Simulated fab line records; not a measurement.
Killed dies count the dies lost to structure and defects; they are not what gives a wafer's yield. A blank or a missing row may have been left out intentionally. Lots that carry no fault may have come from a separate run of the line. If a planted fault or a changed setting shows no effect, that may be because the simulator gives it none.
Split-lot trial    flow berkeley-cmos170    on a route of 331 steps: 5 lots, 23 wafers read

SPLIT DETAILS
At UCB170_PFIELD_IMPLANT_07, the setting dose-cm2 was moved away from the recipe's 2e+13 on 8 of the 23 wafers read, by -6.0% to +6.0%. For the rest of the wafers, this setting stayed at what the recipe calls for.

FROM SPLIT TO READING: 1 step shown by the file between the two
- UCB170_PFIELD_STRIP_08: strips in O2

THE READING
PFIELD_TW, at UCB170_PFIELD_TW_MEAS_09. A value of 599 with a standard deviation of 5.1 is what fault-free wafers of this fab line usually give.

wafer   tool, chamber at the split  dose-cm2 as run  against the recipe  PFIELD_TW  against lot-mates on the recipe
L074.1  implanter-04, 0             2e+13            recipe              596        -
L074.2  implanter-04, 0             2.121e+13        +6.0%               603        +6
L074.3  implanter-04, 0             2.121e+13        +6.0%               609        +12
L074.4  implanter-04, 0             2e+13            recipe              598        -
L074.5  implanter-04, 0             2e+13            recipe              597        -
L075.3  implanter-01, 0             2e+13            recipe              596        -
L075.4  implanter-01, 0             2e+13            recipe              598        -
L075.6  implanter-01, 0             2e+13            recipe              597        -
L080.1  implanter-04, 0             1.879e+13        -6.0%               595        -8
L080.3  implanter-04, 0             1.879e+13        -6.0%               591        -12
L080.4  implanter-04, 0             2e+13            recipe              603        -
L080.5  implanter-04, 0             2e+13            recipe              602        -
L080.6  implanter-04, 0             1.879e+13        -6.0%               592        -10
L081.1  implanter-01, 0             2.104e+13        +5.2%               603        +8
L081.2  implanter-01, 0             2e+13            recipe              596        -
L081.3  implanter-01, 0             2.104e+13        +5.2%               601        +6
L081.4  implanter-01, 0             2e+13            recipe              593        -
L081.6  implanter-01, 0             2.104e+13        +5.2%               603        +8
L083.1  implanter-02, 0             2e+13            recipe              595        -
L083.2  implanter-02, 0             2e+13            recipe              598        -
L083.4  implanter-02, 0             2e+13            recipe              594        -
L083.5  implanter-02, 0             2e+13            recipe              598        -
L083.6  implanter-02, 0             2e+13            recipe              596        -

THE FIT
A straight line over all 23 wafers: PFIELD_TW changes by +1 for each +1% of dose-cm2; r = +0.80; the points scatter about the line by 2.6.
The same after taking each lot's own level away (the mean of its wafers on the recipe; 23 wafers): +1.56 for each +1%; r = +0.96; scatter 1.6.
According to that fit, moving dose-cm2 by its largest amount changes the reading by 9.4.
The lots' own levels span 594.5 to 602.5, that is 1.6 times the standard deviation above.
Hence the slope depends on the lot-to-lot level, as the two fits are not the same.
Check: with one of the wafers moved furthest among these (+6.0%) left out of the fit, the line predicts +9.94 for it against its lot-mates. Against them it came out at +6.

OTHER SPLITS ON THESE WAFERS
These wafers also went through other splits before the reading. Each is held against what the fit with the lots' levels taken away leaves over:
other split on the same wafers        wafers away from the commonest value  r with PFIELD_TW (lot level and that fit taken away)
UCB170_START_OXIDATION_02 temp-c      18                                    -0.03
UCB170_NWELL_OXIDATION_01 ox-time-s   15                                    -0.02
UCB170_NWELL_ETCH_13 time-s           8                                     +0.05
UCB170_WELLDRIVE_OXIDATION_01 temp-c  15                                    -0.03
UCB170_ACTIVE_COAT_08 resist-thk-nm   9                                     +0.15

THE FILE'S OWN FIT
PFIELD_TW changes by +1.55 for each +1% of dose-cm2, r = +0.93.
